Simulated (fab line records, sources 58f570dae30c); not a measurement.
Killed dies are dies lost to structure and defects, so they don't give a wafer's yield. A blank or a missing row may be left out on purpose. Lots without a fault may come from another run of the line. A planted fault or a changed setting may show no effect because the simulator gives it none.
Which tool did it? | flow berkeley_cmos170 | 13 lots, 39 wafers sampled, at 3 steps of a route of 331

WHAT THE GAUGES READ, wafer by wafer
UCB170_M3_RS_MEAS_02: measures by four-point-probe. Usual: M3_AL_RS 0.0322 ohm/sq, standard deviation 0.00036.
lot  | measured     | on            | M3_AL_RS (ohm/sq)                         | flag
L643 | day 8 18:13  | film_metro-01 | 0.0315 0.0327 0.0321                      |
L642 | day 8 19:20  | film_metro-03 | 0.0323 0.0321 0.0324                      |
L646 | day 9 07:24  | film_metro-03 | 0.0326 0.0324 0.0320                      |
L647 | day 9 07:41  | film_metro-01 | 0.0320 0.0323 0.0319                      |
L645 | day 9 11:59  | film_metro-04 | 0.0323 0.0322 0.0317                      |
L650 | day 10 05:31 | film_metro-01 | 0.0321 0.0319 0.0319                      |
L649 | day 10 08:13 | film_metro-03 | 0.0324 0.0325 0.0315                      |
L651 | day 10 08:50 | film_metro-04 | 0.0322 0.0320 0.0318                      |
L648 | day 10 10:11 | film_metro-03 | 0.0321 0.0319 0.0317                      |
L654 | day 10 13:10 | film_metro-01 | 0.0325 0.0326 0.0323                      |
L655 | day 11 09:18 | film_metro-01 | 0.1015 0.0325 0.1039 0.1014 0.0324 0.1040 | OFF
L663 | day 13 07:59 | film_metro-01 | 0.0320 0.0322 0.0320                      |
L665 | day 13 13:51 | film_metro-04 | 0.0325 0.0319 0.0315                      |

UCB170_M3_THK_MEAS_03: measures by xrf. Usual: M3_AL_THK 912 nm, standard deviation 11.
lot  | measured     | on            | M3_AL_THK (nm)          | flag
L643 | day 8 18:19  | film_metro-01 | 935 901 921             |
L642 | day 8 19:27  | film_metro-03 | 913 912 906             |
L646 | day 9 07:31  | film_metro-03 | 897 900 910             |
L647 | day 9 07:47  | film_metro-01 | 923 911 927             |
L645 | day 9 12:06  | film_metro-04 | 917 916 922             |
L650 | day 10 05:38 | film_metro-01 | 916 917 914             |
L649 | day 10 08:19 | film_metro-03 | 909 905 929             |
L651 | day 10 08:58 | film_metro-04 | 907 902 923             |
L648 | day 10 10:17 | film_metro-03 | 916 922 929             |
L654 | day 10 13:17 | film_metro-01 | 905 900 905             |
L655 | day 11 14:03 | film_metro-01 | 297 911 292 297 911 291 | OFF
L663 | day 13 08:06 | film_metro-01 | 926 916 921             |
L665 | day 13 13:58 | film_metro-04 | 902 922 934             |

WHICH TOOL RAN EACH LOT (tool, then ch and the chambers of the sampled wafers, then the start)
lot  | UCB170_M3_SPUTTER_01
L643 | pvd_sputter-02, day 8 18:05
L642 | pvd_sputter-01, day 8 19:15
L646 | pvd_sputter-01, day 9 07:19
L647 | pvd_sputter-03, day 9 07:34
L645 | pvd_sputter-01, day 9 11:54
L650 | pvd_sputter-01, day 10 05:25
L649 | pvd_sputter-02, day 10 08:07
L651 | pvd_sputter-01, day 10 08:45
L648 | pvd_sputter-03, day 10 10:04
L654 | pvd_sputter-03, day 10 13:05
L655 | pvd_sputter-01, day 11 09:12
L663 | pvd_sputter-02, day 13 07:53
L665 | pvd_sputter-03, day 13 13:46
- UCB170_M3_SPUTTER_01: material Al, target thk 900 nm, time 120 s.

WHAT THE TOOLS THEMSELVES READ (means of the sampled wafers that have a number; where no wafer has one, the mark that the record gives instead)
UCB170_M3_SPUTTER_01. Usual: throttle_valve_pct 29.2 %, standard deviation 1.2.
lot  | tool           | throttle_valve_pct (%) | flag
L643 | pvd_sputter-02 | 29.8                   |
L642 | pvd_sputter-01 | 28.5                   |
L646 | pvd_sputter-01 | 29.6                   |
L647 | pvd_sputter-03 | 29.0                   |
L645 | pvd_sputter-01 | 29.4                   |
L650 | pvd_sputter-01 | 28.3                   |
L649 | pvd_sputter-02 | 28.7                   |
L651 | pvd_sputter-01 | 29.4                   |
L648 | pvd_sputter-03 | 29.7                   |
L654 | pvd_sputter-03 | 29.0                   |
L655 | pvd_sputter-01 | 29.3                   |
L663 | pvd_sputter-02 | 30.1                   |
L665 | pvd_sputter-03 | 29.8                   |

THE ANSWER, worked out from the rows above alone
Rule: a lot is off if the mean of its wafers that have a number lies more than 3 standard deviations from the usual mean. A lot without any number at a reading at which 4 lots or more have one is off too. The other lots that the step has rows for count as sound. The gauges are gone through in route order, then the tools' own readings, and for those a lot's mean is taken as printed above. The first step at which some lot is off is used, and at that step the reading that is off furthest; a lot without a number counts as furthest.
Off: L655, at UCB170_M3_RS_MEAS_02 (M3_AL_RS).
A tool fits if, at a process step before that reading, it ran every lot that is off, and no sound lot after the first of them. The gauges at UCB170_M3_RS_MEAS_02 are tried like those tools. One fits: pvd_sputter-01 at UCB170_M3_SPUTTER_01. Its last sound lot is L651 (day 10 08:45), its first lot that is off L655 (day 11 09:12): a fault that began between those two fits.

WHAT THE SIMULATOR HAD PUT IN
Process parameter drift: pvd_sputter-01, from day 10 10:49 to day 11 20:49, at UCB170_M3_SPUTTER_01. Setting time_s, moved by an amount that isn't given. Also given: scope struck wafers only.
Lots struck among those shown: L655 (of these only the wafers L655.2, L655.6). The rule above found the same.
